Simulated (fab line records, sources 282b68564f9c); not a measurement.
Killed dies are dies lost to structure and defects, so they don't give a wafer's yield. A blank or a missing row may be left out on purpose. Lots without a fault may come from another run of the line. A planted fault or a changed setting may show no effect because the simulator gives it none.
One fault seen from 2 desks | flow rit_cmos | each desk has only its own numbers; what lay behind them comes last

THE METROLOGY DESK
What the gauges read, lot by lot, whatever tool the lot ran on: means of the sampled wafers that have a number. A lot is out of limits, marked OUT, if its mean lies more than 4 standard deviations from the usual mean; the brackets give that distance.
Columns: A = cd_nm at RIT_GATE_CD_MEAS_16, usual 149 nm
lot  | first seen here | A
L843 | day 2 18:22     | 151
L844 | day 2 23:38     | 147
L845 | day 3 07:56     | 145
L846 | day 3 11:26     | 148
L847 | day 3 17:25     | 151
L848 | day 3 19:09     | 143
L849 | day 3 23:17     | 144
L853 | day 4 14:52     | 62 (-29) OUT
L857 | day 5 10:06     | 75 (-25) OUT
L860 | day 6 03:04     | 149
L862 | day 6 11:50     | 153
L863 | day 6 16:32     | 147
L864 | day 6 20:37     | 148
L866 | day 7 07:11     | 147
This desk's finding: out of limits on L853, L857; first on L853, day 4 14:52 (cd_nm at RIT_GATE_CD_MEAS_16). In limits: L843, L844, L845, L846, L847, L848, L849, L860, L862, L863, L864, L866.

THE TOOL OWNER'S DESK: litho_track-02
The tool's own readings at RIT_GATE_COAT_11 (resist thk 850 nm): means of the sampled wafers that have a number, for each lot that ran on this tool. A lot is out of limits, marked OUT, if its mean lies more than 4 standard deviations from the usual mean; the brackets give that distance.
Columns: A = chill_plate_temp_C at RIT_GATE_COAT_11, usual 23.00 C
lot  | first seen here | A
L849 | day 3 22:22     | 22.89
L853 | day 4 14:11     | 23.05
L857 | day 5 09:24     | 23.04
This desk's finding: nothing out of limits on any of the 3 lots.

PUT TOGETHER
The metrology desk could have raised an alarm at day 4 14:52, on L853, L857.
The tool owner's desk saw nothing out of limits.
The tool owner's desk has L853, L857 on record, within its limits.
Of the lots named, all ran RIT_GATE_COAT_11 on litho_track-02.

WHAT THE SIMULATOR HAD PUT IN
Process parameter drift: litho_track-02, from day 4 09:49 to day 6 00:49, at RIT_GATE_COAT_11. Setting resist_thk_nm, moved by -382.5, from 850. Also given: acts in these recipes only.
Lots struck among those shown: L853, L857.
Hours from the fault's start to each desk's first reading out of limits: the metrology desk, 5.
